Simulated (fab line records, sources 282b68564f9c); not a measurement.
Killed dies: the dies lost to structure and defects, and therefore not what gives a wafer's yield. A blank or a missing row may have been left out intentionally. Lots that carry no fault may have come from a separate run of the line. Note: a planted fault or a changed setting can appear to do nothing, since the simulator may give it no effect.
Which tool did it? -- flow rit_cmos -- 42 wafers from 14 lots sampled at 2 of the route's 202 steps

WHAT THE GAUGES SHOWED, per wafer
RIT_FOX1_THK_MEAS_01.
lot,measured,on,FOX1_OXIDE_THK (nm)
L290,day 1 18:59,film_metro-04,340 345 340
L291,day 2 00:12,film_metro-03,348 347 348
L292,day 2 03:01,film_metro-03,344 345 348
L294,day 2 12:56,film_metro-03,357 357 356
L295,day 2 20:06,film_metro-01,438 441 437
L298,day 3 09:28,film_metro-03,351 348 344
L300,day 3 19:56,film_metro-04,430 426 425
L303,day 4 09:58,film_metro-03,348 342 343
L304,day 4 15:20,film_metro-03,340 340 343
L306,day 5 00:58,film_metro-01,346 346 346
L307,day 5 05:57,film_metro-03,339 343 343
L311,day 6 05:13,film_metro-04,357 353 354
L312,day 6 09:33,film_metro-03,347 345 346
L313,day 6 14:05,film_metro-01,342 335 348

EACH LOT AND THE TOOL THAT RAN IT (in order: tool; ch and the chambers of the sampled wafers; start)
lot,RIT_FOX1_OXIDATION_00
L290,"furnace-04 ch 0, day 1 17:40"
L291,"furnace-04 ch 0, day 1 22:53"
L292,"furnace-03 ch 0, day 2 01:41"
L294,"furnace-01 ch 0, day 2 11:37"
L295,"furnace-03 ch 0, day 2 18:47"
L298,"furnace-01 ch 0, day 3 08:08"
L300,"furnace-03 ch 0, day 3 18:37"
L303,"furnace-04 ch 0, day 4 08:39"
L304,"furnace-01 ch 0, day 4 14:01"
L306,"furnace-04 ch 0, day 4 23:38"
L307,"furnace-04 ch 0, day 5 04:38"
L311,"furnace-03 ch 0, day 6 03:53"
L312,"furnace-03 ch 0, day 6 08:13"
L313,"furnace-01 ch 0, day 6 12:47"
- RIT_FOX1_OXIDATION_00: target thk 350.7 nm, ox time 1130 s.

AS READ BY THE TOOLS THEMSELVES (means over the sampled wafers that have a number; for cases with no such wafer, the mark the record gives instead)
RIT_FOX1_OXIDATION_00.
lot,tool,tube_center_temp_C_max
L290,furnace-04,1102.8
L291,furnace-04,1102.4
L292,furnace-03,1103.5
L294,furnace-01,1102.9
L295,furnace-03,1103.1
L298,furnace-01,1102.5
L300,furnace-03,1102.6
L303,furnace-04,1103.1
L304,furnace-01,1102.7
L306,furnace-04,1102.9
L307,furnace-04,1102.7
L311,furnace-03,1103.2
L312,furnace-03,1103.0
L313,furnace-01,1102.8

THE ANSWER, worked out from the rows above alone
Rule: usual is defined by the lots themselves. Put in order of their means at a reading, lots are off if they are a third of the lots or fewer, leave a main group of 4 or more, and stand apart from it by a gap of 3 or more times the standard deviation of the main group's means; of several such gaps the widest counts. If all means in a main group match to the digits the tables above print for the reading, that group is not used. A lot without any number at a reading at which 4 lots or more have one is off too. Where the step has rows for the other lots, those lots are counted as sound. Order of review: gauges by route order, followed by the tools' own readings, for which a lot's mean as printed above is used. The first step at which some lot is off is used, and at that step the reading that is off furthest; a lot without a number counts as furthest.
Off: L295, L300, at RIT_FOX1_THK_MEAS_01 (FOX1_OXIDE_THK). The main group: mean 346 nm, standard deviation 4.8.
If a tool, at a process step before that reading, ran all the lots that are off and no sound lot after the first of them, it fits. Those tools and the gauges at RIT_FOX1_THK_MEAS_01 are tried in the same way. Not one of the candidates tried fits.

WHAT HAD BEEN PUT IN BY THE SIMULATOR
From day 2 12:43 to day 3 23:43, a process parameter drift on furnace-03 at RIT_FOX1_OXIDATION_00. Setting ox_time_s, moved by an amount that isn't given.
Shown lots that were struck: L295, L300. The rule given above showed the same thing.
